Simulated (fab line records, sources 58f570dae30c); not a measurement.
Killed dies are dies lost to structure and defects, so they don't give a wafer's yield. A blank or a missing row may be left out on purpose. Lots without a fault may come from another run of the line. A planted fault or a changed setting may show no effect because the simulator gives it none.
fab line records | flow berkeley_cmos170
record lots=5 wafers=23
route steps=331 shown NSD@190 SILICIDE@211 CONTACT@220 M1@245 M2@272
start_h: hours from the record's first day to the start of the lot's first wafer shown | wait_h: hours since the lot's step before | " the same as in the row above | L1.1+2: a row that stands for several wafers | - no value, or no start given | * or withheld: withheld | < > ~ a bound
route shown NAME@n: a module of which the file shows steps, and the number in the route of the first | usual: mean/standard deviation of fault-free wafers | same: alike in all rows | chamber/n: place in a boat | sites: the reading at each site | _std_site: their standard deviation | _edge_site: outer sites' mean less inner sites' | radius_mm: how far each site lies from the wafer's centre | mask NAME#n: copy n | behind: the tool/chamber that last shaped the wafer | hold: why the lot was held/for how many hours/how that ended | device: the transistor (n, p or np) that didn't switch | end of line: the same wafers' tests at the end of the route | a step without rows: its recipe alone | killed: dies lost to structure and defects at the first sort, not the wafer's yield | map: a wafer's dies, x killed, . not, _ none there
set.NAME: the setting as run; set.NAME@STEP: as run at that earlier step | model.NAME: the simulator's own value behind a step, which no gauge read
lots whose settings were changed on purpose; a table a step, a row a wafer
## steps
# step UCB170_NSD_EXPOSE_03
# recipe mask_id=NSELECT_MOD na=0.5 sigma_outer=0.6 source_shape=conventional target_cd_nm=1200 dose_mj=30
# columns lot.wafer tool chamber start_h wait_h mask set.dose_mj
L074.2+4+6 krf_scanner-01 0 167.00 0.2 NSELECT_MOD#0 30.95
L074.3+5 " 0 " " NSELECT_MOD#0 30
L078.1+4+6 krf_scanner-02 0 188.08 0.4 NSELECT_MOD#0 29.19
L078.3+5 " 0 " " NSELECT_MOD#0 30
L081.1+3+4 krf_scanner-02 0 201.44 0.1 NSELECT_MOD#0 30
L084.1+2+5 krf_scanner-01 0 218.93 0.2 NSELECT_MOD#0 30
L084.3+6 " 0 " " NSELECT_MOD#0 30.6
L085.1+5+6 krf_scanner-01 0 225.24 0.1 NSELECT_MOD#0 32.1
L085.3+4 " 0 " " NSELECT_MOD#0 30
# step UCB170_NSD_PEB_04
# recipe peb_temp_c=130 peb_time_s=withheld resist=KrF
# step UCB170_NSD_DEVELOP_05
# recipe developer=TMAH develop_time_s=45 resist=KrF dev_temp_c=21
# step UCB170_NSD_CD_MEAS_06
# recipe target_cd_nm=1200
# usual cd_nm=1200.5/1.3
# columns lot.wafer tool chamber start_h wait_h set.dose_mj@NSD_EXPOSE_03 cd_nm
L074.2 cd_sem-02 - 167.39 - 30.95 1205.8
L074.3 " - " " 30 1200.9
L074.4 " - " " 30.95 1205.9
L074.5 " - " " 30 1201.1
L074.6 " - " " 30.95 1204.7
L078.1 cd_sem-01 - 188.78 - 29.19 1194.1
L078.3 " - " " 30 1198.1
L078.4 " - " " 29.19 1193.9
L078.5 " - " " 30 1197.3
L078.6 " - " " 29.19 1194.2
L081.1 cd_sem-02 - 201.83 - 30 1201.1
L081.3 " - " " 30 1200.4
L081.4 " - " " 30 1199.6
L084.1 cd_sem-01 - 219.54 - 30 1201.2
L084.2 " - " " 30 1202.7
L084.3 " - " " 30.6 1204.7
L084.5 " - " " 30 1201.8
L084.6 " - " " 30.6 1204.8
L085.1 cd_sem-02 - 225.95 - 32.1 1211.8
L085.3 " - " " 30 1200.6
L085.4 " - " " 30 1201.3
L085.5 " - " " 32.1 1210.8
L085.6 " - " " 32.1 1211.2
# step UCB170_SILICIDE_SPUTTER_01
# recipe material=Ti target_thk_nm=30 time_s=25 power_w=1500 chamber_pressure_pa=0.5
# columns lot.wafer tool chamber start_h wait_h set.time_s model.Ti_of_SILICIDE_SPUTTER_01.thk_nm
L074.2 pvd_sputter-04 - 169.43 0.0 25 30.39
L074.3 " - " " 25 30.57
L074.4 " - " " 25 30.31
L074.5 " - " " 25 30.46
L074.6 " - " " 25 30.52
L078.1 pvd_sputter-03 - 190.83 0.0 25 29.81
L078.3 " - " " 25 29.72
L078.4 " - " " 27.84 33.43
L078.5 " - " " 25 29.87
L078.6 " - " " 27.84 33.34
L081.1 pvd_sputter-02 - 204.00 0.0 25 30.15
L081.3 " - " " 25 30.19
L081.4 " - " " 25 29.92
L084.1 pvd_sputter-03 - 223.28 0.0 25 29.3
L084.2 " - " " 25 29.14
L084.3 " - " " 25 29.06
L084.5 " - " " 25 29.2
L084.6 " - " " 25 29.12
L085.1 pvd_sputter-02 - 228.48 0.0 25 29.68
L085.3 " - " " 25 29.65
L085.4 " - " " 26.88 32.05
L085.5 " - " " 26.88 32.03
L085.6 " - " " 25 29.73
# step UCB170_SILICIDE_RS_MEAS_02
# recipe thk_meas_gauge=four-point-probe reads=Ti_of_SILICIDE_SPUTTER_01
# usual SILICIDE_TI_RS=26.2/0.37
# columns lot.wafer tool chamber start_h wait_h set.time_s@SILICIDE_SPUTTER_01 SILICIDE_TI_RS[ohm/sq]
L074.2 film_metro-02 - 169.48 0.0 25 25.7
L074.3 " - " " 25 25.5
L074.4 " - " " 25 25.7
L074.5 " - " " 25 25.6
L074.6 " - " " 25 25.5
L078.1 film_metro-01 - 190.86 0.0 25 26.3
L078.3 " - " " 25 26.5
L078.4 " - " " 27.84 23.0
L078.5 " - " " 25 26.2
L078.6 " - " " 27.84 23.1
L081.1 film_metro-04 - 204.03 0.0 25 26.0
L081.3 " - " " 25 25.9
L081.4 " - " " 25 26.2
L084.1 film_metro-01 - 223.31 0.0 25 26.8
L084.2 " - " " 25 27.0
L084.3 " - " " 25 27.2
L084.5 " - " " 25 26.9
L084.6 " - " " 25 27.0
L085.1 film_metro-04 - 228.51 0.0 25 26.4
L085.3 " - " " 25 26.5
L085.4 " - " " 26.88 24.2
L085.5 " - " " 26.88 24.1
L085.6 " - " " 25 26.4
# step UCB170_SILICIDE_THK_MEAS_03
# recipe thk_meas_gauge=xrf reads=Ti_of_SILICIDE_SPUTTER_01
# usual SILICIDE_TI_THK=30.1/0.35
# columns lot.wafer tool chamber start_h wait_h set.time_s@SILICIDE_SPUTTER_01 SILICIDE_TI_THK[nm]
L074.2 film_metro-02 - 169.59 0.1 25 30.5
L074.3 " - " " 25 30.7
L074.4 " - " " 25 30.4
L074.5 " - " " 25 30.5
L074.6 " - " " 25 30.5
L078.1 film_metro-01 - 190.98 0.1 25 29.8
L078.3 " - " " 25 29.8
L078.4 " - " " 27.84 33.6
L078.5 " - " " 25 30.0
L078.6 " - " " 27.84 33.5
L081.1 film_metro-04 - 204.15 0.1 25 30.3
L081.3 " - " " 25 30.3
L081.4 " - " " 25 30.1
L084.1 film_metro-01 - 223.43 0.1 25 29.6
L084.2 " - " " 25 29.2
L084.3 " - " " 25 29.2
L084.5 " - " " 25 29.3
L084.6 " - " " 25 29.3
L085.1 film_metro-04 - 228.63 0.1 25 30.0
L085.3 " - " " 25 30.0
L085.4 " - " " 26.88 32.2
L085.5 " - " " 26.88 32.4
L085.6 " - " " 25 30.0
# step UCB170_CONTACT_COAT_04
# recipe resist=KrF spin_rpm=1500 resist_thk_nm=900
# columns lot.wafer tool chamber start_h wait_h set.resist_thk_nm model.KrF_of_CONTACT_COAT_04.thk_nm
L074.2 litho_track-04 0 173.03 0.1 900 902.4
L074.3 " 0 " " 900 903
L074.4 " 0 " " 922.3 921.7
L074.5 " 0 " " 922.3 922.6
L074.6 " 0 " " 922.3 924.5
L078.1 litho_track-03 0 194.33 0.1 937.3 943
L078.3 " 0 " " 937.3 942.9
L078.4 " 0 " " 900 903.4
L078.5 " 0 " " 900 902.3
L078.6 " 0 " " 937.3 939.8
L081.1 litho_track-03 0 206.55 0.1 900 903.5
L081.3 " 0 " " 900 908
L081.4 " 0 " " 900 904.8
L084.1 litho_track-03 0 226.71 0.1 900 901.1
L084.2 " 0 " " 900 902.8
L084.3 " 0 " " 941 944.2
L084.5 " 0 " " 941 941.4
L084.6 " 0 " " 900 901.7
L085.1 litho_track-04 0 231.17 0.1 900 901.3
L085.3 " 0 " " 900 902.9
L085.4 " 0 " " 900 902.8
L085.5 " 0 " " 900 902.2
L085.6 " 0 " " 900 900.7
# step UCB170_CONTACT_SOFTBAKE_05
# recipe resist=KrF temp_c=130 time_s=60
# step UCB170_CONTACT_STRIP_06
# recipe chemistry=O2 power_w=400 pressure_mtorr=3500 platen_temp_c=withheld o2_flow_sccm=400 overash_fraction=0.5
# usual strip_time_to_endpoint_s=21.98/0.074
# columns lot.wafer tool chamber start_h wait_h set.resist_thk_nm@CONTACT_COAT_04 strip_time_to_endpoint_s
L074.2 plasma_asher-01 0 173.30 0.1 900 22.04
L074.3 " 0 " " 900 22.03
L074.4 " 1 " " 922.3 22.48
L074.5 " 1 " " 922.3 22.51
L074.6 " 0 " " 922.3 22.55
L078.1 plasma_asher-01 1 194.63 0.1 937.3 23.00
L078.3 " 1 " " 937.3 23.00
L078.4 " 0 " " 900 22.05
L078.5 " 0 " " 900 22.02
L078.6 " 1 " " 937.3 22.93
L081.1 plasma_asher-03 1 206.85 0.1 900 22.05
L081.3 " 0 " " 900 22.16
L081.4 " 1 " " 900 22.09
L084.1 plasma_asher-03 1 227.01 0.1 900 22.00
L084.2 " 0 " " 900 22.05
L084.3 " 1 " " 941 23.03
L084.5 " 1 " " 941 22.95
L084.6 " 0 " " 900 22.01
L085.1 plasma_asher-04 1 231.47 0.1 900 21.98
L085.3 " 1 " " 900 22.03
L085.4 " 0 " " 900 22.03
L085.5 " 1 " " 900 22.02
L085.6 " 0 " " 900 21.97
# step UCB170_CONTACT_EXPOSE_12
# recipe mask_id=CONT target_cd_nm=700 na=0.5 sigma_outer=0.6 source_shape=conventional dose_mj=35
# columns lot.wafer tool chamber start_h wait_h mask set.dose_mj
L074.2+3+4 krf_scanner-02 0 174.39 - CONT#0 37.46
L074.5+6 " 0 " " CONT#0 35
L078.1+5 krf_scanner-02 0 196.11 - CONT#0 33.84
L078.3+4+6 " 0 " " CONT#0 35
L081.1+3+4 krf_scanner-02 0 207.77 - CONT#0 35
L084.1+5 krf_scanner-02 0 228.65 - CONT#0 37.42
L084.2+3+6 " 0 " " CONT#0 35
L085.1+4+5 krf_scanner-01 0 232.37 - CONT#0 32.66
L085.3+6 " 0 " " CONT#0 35
# step UCB170_CONTACT_PEB_13
# recipe peb_temp_c=130 peb_time_s=withheld resist=KrF
# step UCB170_CONTACT_DEVELOP_14
# recipe developer=TMAH develop_time_s=45 resist=KrF dev_temp_c=21
# step UCB170_CONTACT_CD_MEAS_15
# recipe target_cd_nm=700
# usual cd_nm=700.3/0.97
# columns lot.wafer tool chamber start_h wait_h set.dose_mj@CONTACT_EXPOSE_12 cd_nm
L074.2 cd_sem-01 - 174.79 - 37.46 711.0
L074.3 " - " " 37.46 711.2
L074.4 " - " " 37.46 711.2
L074.5 " - " " 35 699.4
L074.6 " - " " 35 699.2
L078.1 cd_sem-01 - 196.51 - 33.84 694.3
L078.3 " - " " 35 699.7
L078.4 " - " " 35 698.3
L078.5 " - " " 33.84 694.3
L078.6 " - " " 35 699.1
L081.1 cd_sem-01 - 208.16 - 35 701.2
L081.3 " - " " 35 700.7
L081.4 " - " " 35 701.0
L084.1 cd_sem-02 - 229.46 - 37.42 711.2
L084.2 " - " " 35 700.3
L084.3 " - " " 35 699.8
L084.5 " - " " 37.42 711.3
L084.6 " - " " 35 701.3
L085.1 cd_sem-02 - 232.92 - 32.66 687.8
L085.3 " - " " 35 702.5
L085.4 " - " " 32.66 688.1
L085.5 " - " " 32.66 688.2
L085.6 " - " " 35 702.7
# step UCB170_CONTACT_ETCH_17
# recipe chemistry=N2/H2 target_depth_a=withheld overetch_a=withheld target=BARC time_s=withheld source_w=500 bias_w=100 pressure_mtorr=30 n2_flow_sccm=100 h2_flow_sccm=200
# columns lot.wafer tool chamber start_h wait_h set.dose_mj@CONTACT_EXPOSE_12 model.CONTACT.cd_nm
L074.2 rie_diel-02 3 174.92 0.0 37.46 710.9
L074.3 " 2 " " 37.46 711.8
L074.4 " 0 " " 37.46 711.1
L074.5 " 1 " " 35 699.1
L074.6 " 2 " " 35 699.8
L078.1 rie_diel-04 3 196.67 0.0 33.84 694.7
L078.3+6 " 2,3 " " 35 699.5
L078.4 " 0 " " 35 698.4
L078.5 " 0 " " 33.84 694
L081.1+4 rie_diel-01 0,2 208.31 0.0 35 701.9
L081.3 " 3 " " 35 701.3
L084.1 rie_diel-04 2 229.62 0.0 37.42 710.6
L084.2 " 1 " " 35 700.1
L084.3 " 3 " " 35 699.7
L084.5 " 0 " " 37.42 711.4
L084.6 " 1 " " 35 701.2
L085.1 rie_diel-01 3 233.07 0.0 32.66 687.8
L085.3+6 " 1,2 " " 35 703.1
L085.4 " 2 " " 32.66 688.5
L085.5 " 1 " " 32.66 688.3
# step UCB170_CONTACT_ETCH_18
# recipe chemistry=CHF3/CF4/Ar target=PSG stop_on=TiSi2 CHF3_flow_sccm=45 cf4_flow_sccm=15 Ar_flow_sccm=150 pressure_mtorr=200 rf_w=700 target_depth_a=8400 over_etch_frac=0.2 time_s=195
# step UCB170_CONTACT_STRIP_19
# recipe chemistry=O2 power_w=400 pressure_mtorr=3500 platen_temp_c=withheld o2_flow_sccm=400 overash_fraction=0.5
# step UCB170_CONTACT_CD_MEAS_90
# recipe target_cd_nm=700
# usual cd_nm=700.4/1.3
# columns lot.wafer tool chamber start_h wait_h set.dose_mj@CONTACT_EXPOSE_12 cd_nm
L074.2 cd_sem-02 - 175.21 0.1 37.46 710.7
L074.3 " - " " 37.46 711.5
L074.4 " - " " 37.46 710.2
L074.5 " - " " 35 699.1
L074.6 " - " " 35 699.3
L078.1 cd_sem-02 - 196.94 0.1 33.84 694.7
L078.3 " - " " 35 699.6
L078.4 " - " " 35 698.3
L078.5 " - " " 33.84 693.9
L078.6 " - " " 35 699.9
L081.1 cd_sem-01 - 208.58 0.1 35 702.1
L081.3 " - " " 35 701.8
L081.4 " - " " 35 702.7
L084.1 cd_sem-02 - 230.30 0.5 37.42 710.3
L084.2 " - " " 35 700.3
L084.3 " - " " 35 699.9
L084.5 " - " " 37.42 710.9
L084.6 " - " " 35 701.1
L085.1 cd_sem-01 - 233.34 0.1 32.66 688.5
L085.3 " - " " 35 703.6
L085.4 " - " " 32.66 689.3
L085.5 " - " " 32.66 688.6
L085.6 " - " " 35 704.1
# step UCB170_M1_PEB_07
# recipe peb_temp_c=130 peb_time_s=withheld resist=KrF
# columns lot.wafer tool chamber start_h wait_h set.peb_temp_c
L074.2+3+4+5+6 litho_track-04 0 176.76 0.1 130
L078.1+3 litho_track-01 0 198.35 0.2 127.7
L078.4+5+6 " 0 " " 130
L081.1+3+4 litho_track-01 0 209.88 0.3 130
L084.1+5+6 litho_track-03 0 231.79 0.3 132.5
L084.2+3 " 0 " " 130
L085.1+4+6 litho_track-01 0 234.64 0.1 133.4
L085.3+5 " 0 " " 130
# step UCB170_M1_DEVELOP_08
# recipe developer=TMAH develop_time_s=45 resist=KrF dev_temp_c=21
# step UCB170_M1_CD_MEAS_09
# recipe target_cd_nm=700
# usual cd_nm=699.7/1.7
# columns lot.wafer tool chamber start_h wait_h set.peb_temp_c@M1_PEB_07 cd_nm
L074.2 cd_sem-02 - 177.03 - 130 697.6
L074.3 " - " " 130 697.9
L074.4 " - " " 130 697.7
L074.5 " - " " 130 698.1
L074.6 " - " " 130 696.3
L078.1 cd_sem-01 - 198.62 - 127.7 717.3
L078.3 " - " " 127.7 717.6
L078.4 " - " " 130 698.6
L078.5 " - " " 130 698.7
L078.6 " - " " 130 699.7
L081.1 cd_sem-02 - 210.16 - 130 701.2
L081.3 " - " " 130 698.7
L081.4 " - " " 130 701.3
L084.1 cd_sem-02 - 232.17 - 132.5 686.3
L084.2 " - " " 130 700.2
L084.3 " - " " 130 701.3
L084.5 " - " " 132.5 686.3
L084.6 " - " " 132.5 685.4
L085.1 cd_sem-01 - 234.92 - 133.4 680.6
L085.3 " - " " 130 701.9
L085.4 " - " " 133.4 680.5
L085.5 " - " " 130 701.1
L085.6 " - " " 133.4 680.9
# step UCB170_M1_ETCH_11
# recipe chemistry=N2/H2 target_depth_a=withheld overetch_a=withheld target=BARC time_s=withheld source_w=500 bias_w=100 pressure_mtorr=30 n2_flow_sccm=100 h2_flow_sccm=200
# columns lot.wafer tool chamber start_h wait_h set.peb_temp_c@M1_PEB_07 model.M1.cd_nm
L074.2 rie_diel-01 2 177.17 0.0 130 695.9
L074.3 " 1 " " 130 697.8
L074.4 " 2 " " 130 696.7
L074.5 " 1 " " 130 698.1
L074.6 " 0 " " 130 695.3
L078.1 rie_diel-03 2 198.78 0.0 127.7 717.1
L078.3 " 1 " " 127.7 718.3
L078.4 " 0 " " 130 699.4
L078.5 " 2 " " 130 699.1
L078.6 " 3 " " 130 699.8
L081.1 rie_diel-04 1 210.31 0.0 130 700.6
L081.3 " 0 " " 130 698.7
L081.4 " 2 " " 130 702.1
L084.1 rie_diel-04 1 232.32 0.0 132.5 687.1
L084.2 " 2 " " 130 699.9
L084.3 " 0 " " 130 701.1
L084.5 " 1 " " 132.5 686.6
L084.6 " 2 " " 132.5 685.6
L085.1+4 rie_diel-03 3,0 235.07 0.0 133.4 680.5
L085.3 " 2 " " 130 701.7
L085.5 " 3 " " 130 701.1
L085.6 " 0 " " 133.4 681.2
# step UCB170_M1_METAL_ETCH_12
# recipe chemistry=Cl2/BCl3 target=Al stop_on=PSG pressure_mtorr=12 target_depth_a=7800 over_etch_frac=0.3 time_s=130 icp_w=600 bias_w=120 Cl2_flow_sccm=90 bcl3_flow_sccm=45
# columns lot.wafer tool chamber start_h wait_h set.icp_w set.peb_temp_c@M1_PEB_07 model.KrF_of_M1_COAT_04.thk_nm model.M1.cd_nm
L074.2 rie_metal-02 1 177.21 - 600 130 423.1 694.9
L074.3 " 0 " " 539.3 130 483 701.3
L074.4 " 1 " " 539.3 130 466.6 698.3
L074.5 " 1 " " 600 130 424.8 699.1
L074.6 " 0 " " 600 130 447.8 696.3
L078.1 rie_metal-03 0 198.82 - 654.5 127.7 397.6 713
L078.3 " 0 " " 600 127.7 434.6 720.7
L078.4 " 1 " " 600 130 432.9 701.9
L078.5 " 0 " " 654.5 130 395.7 695.3
L078.6 " 1 " " 654.5 130 399.4 698.4
L081.1 rie_metal-03 0 210.36 - 600 130 436.1 699.8
L081.3 " 0 " " 600 130 438.7 698.1
L081.4 " 1 " " 600 130 444.8 704.7
L084.1 rie_metal-04 0 232.36 - 533.5 132.5 478.2 687.8
L084.2 " 1 " " 600 130 425.9 699.7
L084.3 " 1 " " 533.5 130 474.2 703.7
L084.5 " 0 " " 600 132.5 434.8 685.7
L084.6 " 1 " " 600 132.5 424.3 684.7
L085.1 rie_metal-04 0 235.12 - 563.1 133.4 460.1 680.1
L085.3 " 1 " " 600 130 426 700.8
L085.4 " 0 " " 600 133.4 434 676.9
L085.5 " 1 " " 563.1 130 451.1 701.3
L085.6 " 0 " " 600 133.4 433.6 677.5
# step UCB170_M1_STRIP_13
# recipe chemistry=O2 power_w=400 pressure_mtorr=3500 platen_temp_c=withheld o2_flow_sccm=400 overash_fraction=0.5
# step UCB170_M1_CD_MEAS_90
# recipe target_cd_nm=700
# usual cd_nm=699.7/2.3
# columns lot.wafer tool chamber start_h wait_h set.peb_temp_c@M1_PEB_07 cd_nm
L074.2 cd_sem-01 - 177.46 0.1 130 694.6
L074.3 " - " " 130 701.2
L074.4 " - " " 130 698.3
L074.5 " - " " 130 698.9
L074.6 " - " " 130 696.4
L078.1 cd_sem-02 - 199.05 0.1 127.7 712.9
L078.3 " - " " 127.7 720.7
L078.4 " - " " 130 701.9
L078.5 " - " " 130 695.2
L078.6 " - " " 130 698.5
L081.1 cd_sem-02 - 210.59 0.1 130 699.6
L081.3 " - " " 130 697.7
L081.4 " - " " 130 705.0
L084.1 cd_sem-02 - 232.80 0.3 132.5 687.9
L084.2 " - " " 130 699.6
L084.3 " - " " 130 703.8
L084.5 " - " " 132.5 685.7
L084.6 " - " " 132.5 684.8
L085.1 cd_sem-01 - 235.35 0.1 133.4 680.2
L085.3 " - " " 130 701.1
L085.4 " - " " 133.4 676.8
L085.5 " - " " 130 701.2
L085.6 " - " " 133.4 677.5
# step UCB170_M2_SPUTTER_01
# recipe material=Al target_thk_nm=900 time_s=120 power_w=6000 chamber_pressure_pa=0.5
# columns lot.wafer tool chamber start_h wait_h set.chamber_pressure_pa model.Al_of_M2_SPUTTER_01.thk_nm
L074.2 pvd_sputter-02 - 183.12 0.0 0.5666 879.7
L074.3 " - " " 0.5666 868.4
L074.4 " - " " 0.5666 873.8
L074.5 " - " " 0.5666 876.4
L074.6 " - " " 0.5666 874.7
L078.1 pvd_sputter-01 - 204.79 0.0 0.5313 895.5
L078.3 " - " " 0.5313 899.1
L078.4 " - " " 0.5313 892.1
L078.5 " - " " 0.5313 890.2
L078.6 " - " " 0.5313 889
L081.1 pvd_sputter-01 - 215.09 0.0 0.5 887.7
L081.3 " - " " 0.5 892.9
L081.4 " - " " 0.5 890.6
L084.1 pvd_sputter-02 - 240.03 0.0 0.5 899.9
L084.2 " - " " 0.5 905.6
L084.3 " - " " 0.5 906.7
L084.5 " - " " 0.5 908.5
L084.6 " - " " 0.5 901.2
L085.1 pvd_sputter-03 - 241.99 0.0 0.5524 867.7
L085.3 " - " " 0.5524 872.4
L085.4 " - " " 0.5524 876.9
L085.5 " - " " 0.5524 871.4
L085.6 " - " " 0.5524 875.6
## key
split step=UCB170_NSD_EXPOSE_03 setting=dose_mj stated=30 by=wafer
response step=UCB170_NSD_CD_MEAS_06 reading=cd_nm change=+1.45 per=1% r=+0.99
split step=UCB170_SILICIDE_SPUTTER_01 setting=time_s stated=25 by=wafer
response step=UCB170_SILICIDE_SPUTTER_01 reading=model.Ti_of_SILICIDE_SPUTTER_01.thk_nm change=+0.315 per=1% r=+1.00
response step=UCB170_SILICIDE_RS_MEAS_02 reading=SILICIDE_TI_RS change=-0.294 per=1% r=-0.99
response step=UCB170_SILICIDE_THK_MEAS_03 reading=SILICIDE_TI_THK change=+0.319 per=1% r=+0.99
split step=UCB170_CONTACT_COAT_04 setting=resist_thk_nm stated=900 by=wafer
response step=UCB170_CONTACT_COAT_04 reading=model.KrF_of_CONTACT_COAT_04.thk_nm change=+9.04 per=1% r=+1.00
response step=UCB170_CONTACT_STRIP_06 reading=strip_time_to_endpoint_s change=* per=1% r=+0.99
split step=UCB170_CONTACT_EXPOSE_12 setting=dose_mj stated=35 by=wafer
response step=UCB170_CONTACT_CD_MEAS_15 reading=cd_nm change=+1.78 per=1% r=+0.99
response step=UCB170_CONTACT_ETCH_17 reading=model.CONTACT.cd_nm change=+1.78 per=1% r=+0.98
response step=UCB170_CONTACT_CD_MEAS_90 reading=cd_nm change=+1.76 per=1% r=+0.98
split step=UCB170_M1_PEB_07 setting=peb_temp_c stated=130 by=wafer
response step=UCB170_M1_CD_MEAS_09 reading=cd_nm change=-8.46 per=1% r=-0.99
response step=UCB170_M1_ETCH_11 reading=model.M1.cd_nm change=-8.3 per=1% r=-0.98
response step=UCB170_M1_METAL_ETCH_12 reading=model.M1.cd_nm change=-8.95 per=1% r=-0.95
response step=UCB170_M1_CD_MEAS_90 reading=cd_nm change=-8.96 per=1% r=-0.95
split step=UCB170_M1_METAL_ETCH_12 setting=icp_w stated=600 by=wafer
response step=UCB170_M1_METAL_ETCH_12 reading=model.KrF_of_M1_COAT_04.thk_nm change=-4.18 per=1% r=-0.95
split step=UCB170_M2_SPUTTER_01 setting=chamber_pressure_pa stated=0.5 by=lot
response step=UCB170_M2_SPUTTER_01 reading=model.Al_of_M2_SPUTTER_01.thk_nm change=-2.07 per=1% r=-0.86
